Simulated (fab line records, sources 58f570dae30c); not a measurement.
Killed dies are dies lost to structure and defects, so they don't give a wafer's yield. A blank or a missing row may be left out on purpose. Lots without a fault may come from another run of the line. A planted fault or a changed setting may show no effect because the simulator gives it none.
Chamber matching | flow berkeley_cmos170 | UCB170_V1_CMP_02 on cmp-02: 4 sister chambers
The step polishes SiO2. 8 wafers are shown with their chamber, then 8 later ones without.

WAFERS WITH THEIR CHAMBER
wafer  | chamber | motor_current_A (A) | slurry_flow_ml_min
L873.1 | 1       | 14.1                | 149.8
L874.5 | 0       | 14.7                | 149.8
L876.4 | 0       | 15.8                | 150.5
L880.3 | 2       | 15.1                | 150.2
L886.1 | 3       | 15.8                | 150.5
L886.2 | 1       | 14.4                | 149.4
L886.4 | 2       | 15.6                | 151.0
L888.1 | 3       | 16.4                | 149.1

WAFERS WITHOUT THEIR CHAMBER
wafer  | motor_current_A (A) | slurry_flow_ml_min
L888.4 | 15.7                | 150.6
L888.5 | 15.6                | 150.2
L891.2 | 15.4                | 151.0
L891.4 | 15.6                | 149.7
L891.6 | 15.7                | 150.0
L892.2 | 14.4                | 149.8
L892.3 | 15.5                | 150.3
L892.5 | 15.6                | 149.9

WHICH CHAMBER EACH WENT THROUGH
wafer  | from the rows above               | in truth
L888.4 | can't be placed: 2 or 0 or 3      | 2
L888.5 | can't be placed: 0 or 2 or 3      | 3
L891.2 | can't be placed: 2 or 0 or 3      | 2
L891.4 | can't be placed: 0 or 3 or 2 or 1 | 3
L891.6 | can't be placed: 3 or 0 or 2      | 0
L892.2 | can't be placed: 1 or 0 or 2      | 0
L892.3 | can't be placed: 2 or 0 or 3      | 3
L892.5 | can't be placed: 0 or 3 or 2 or 1 | 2
Placed correctly: 0 of 8. Can't be placed from these rows: 8 (the true chamber is among the candidates in 8). Placed wrongly: 0.
How it was worked out, from the rows above alone: a wafer's distance from a chamber is the root of the sum, over the readings, of the square of ((its reading less the chamber's mean) divided by the reading's scatter). The wafer belongs to the nearest chamber; if the next one is less than 2 further off, it can't be placed. A chamber's mean is the mean of its shown wafers. The scatter: the root of (the sum of the squares of (reading less its chamber's mean) over the shown wafers, divided by (wafers less chambers)).
